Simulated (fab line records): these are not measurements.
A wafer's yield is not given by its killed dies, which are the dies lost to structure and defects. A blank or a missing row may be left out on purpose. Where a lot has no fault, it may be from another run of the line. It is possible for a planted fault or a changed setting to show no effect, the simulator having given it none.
Split-lot trial	flow rit_cmos	5 lots, 23 wafers read, on a route of 202 steps

== THE SPLIT ==
At RIT_NLDD_SOFTBAKE_02 (time 60 s), the setting temp_c was moved away from the recipe's 90 C on 6 of the 23 wafers read, by +2.2% to +4.2%. The other wafers ran this setting at the recipe's value.

The reading comes from the split's own step.

== THE READING ==
NOVOLAK_of_NLDD_COAT_01.thk_nm (the simulator's own value, which no gauge read), in nm, at RIT_NLDD_SOFTBAKE_02 (time 60 s). No usual value for it is given in the file. Across the 17 wafers here that went through the recipe, the average is 1002.2 nm and the standard deviation 3.5 nm.

wafer	tool, chamber at the split	temp_c as run, C	against the recipe	NOVOLAK_of_NLDD_COAT_01.thk_nm, nm	against lot-mates on the recipe
L075.2	litho_track-02, 0	90	recipe	1006	-
L075.3	litho_track-02, 0	90	recipe	1005	-
L075.4	litho_track-02, 0	92.29	+2.5%	998.2	-8.1
L075.5	litho_track-02, 0	90	recipe	1008	-
L075.6	litho_track-02, 0	92.29	+2.5%	997.4	-8.9
L076.1	litho_track-04, 0	91.94	+2.2%	992.6	-5.9
L076.3	litho_track-04, 0	90	recipe	998.9	-
L076.4	litho_track-04, 0	90	recipe	999.1	-
L076.5	litho_track-04, 0	91.94	+2.2%	995.8	-2.7
L076.6	litho_track-04, 0	90	recipe	997.6	-
L077.1	litho_track-02, 0	90	recipe	1004	-
L077.3	litho_track-02, 0	90	recipe	1006	-
L077.5	litho_track-02, 0	90	recipe	1006	-
L077.6	litho_track-02, 0	90	recipe	1006	-
L077.4	litho_track-02, 0	90	recipe	1003	-
L078.1	litho_track-02, 0	93.74	+4.2%	992.9	-7.8
L078.2	litho_track-02, 0	90	recipe	998	-
L078.3	litho_track-02, 0	90	recipe	1002	-
L078.6	litho_track-02, 0	90	recipe	1002	-
L078.4	litho_track-02, 0	93.74	+4.2%	994.6	-6.1
L079.4	litho_track-04, 0	90	recipe	1000	-
L079.5	litho_track-04, 0	90	recipe	996.9	-
L079.6	litho_track-04, 0	90	recipe	998.9	-

FIT RESULTS
A straight line over all 23 wafers: NOVOLAK_of_NLDD_COAT_01.thk_nm changes by -2.2 nm for each +1% of temp_c; r = -0.68; the points scatter about the line by 3.4 nm.
The same after taking each lot's own level away (the mean of its wafers on the recipe; 23 wafers): -2.07 nm for each +1%; r = -0.86; scatter 1.7 nm.
According to that fit, moving temp_c by its largest amount changes the reading by 8.6 nm.
Measured against the standard deviation above, the lots' own levels, which go from 998.53 to 1006.33 nm, span 2.2 times it.
So the lot-to-lot level blurs the effect unless lot-mates are compared.
Check: for one of the wafers moved furthest among these (+4.2%), held out of the fit, the line's prediction against its lot-mates is -9.14 nm. Against them it came out at -7.77 nm.

== OTHER SPLITS ON THESE WAFERS ==
These wafers also went through other splits before the reading. Each is held against what the fit with the lots' levels taken away leaves over:
other split on the same wafers	wafers away from the commonest value	r with NOVOLAK_of_NLDD_COAT_01.thk_nm (lot level and that fit taken away)
RIT_ACTIVE_OXIDATION_01 ox_time_s	15	-0.27
RIT_ACTIVE_COAT_06 resist_thk_nm	9	+0.13
RIT_ACTIVE_STRIP_14 pressure_mtorr	10	-0.02
RIT_FOX2_WET_ETCH_03 time_s	15	-0.06
RIT_NWELL_IMPLANT_08 energy_kev	7	-0.27
RIT_NRETRO_COAT_01 spin_rpm	10	-0.03
RIT_NRETRO_IMPLANT_08 energy_kev	4	-0.02
RIT_PRETRO_SOFTBAKE_02 temp_c	5	-0.04
RIT_PRETRO_DEVELOP_05 develop_time_s	5	+0.47
RIT_GATE_ETCH_19 time_s	7	-0.19

== THE FILE'S OWN FIT ==
NOVOLAK_of_NLDD_COAT_01.thk_nm changes by -2.07 nm for each +1% of temp_c, r = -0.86.
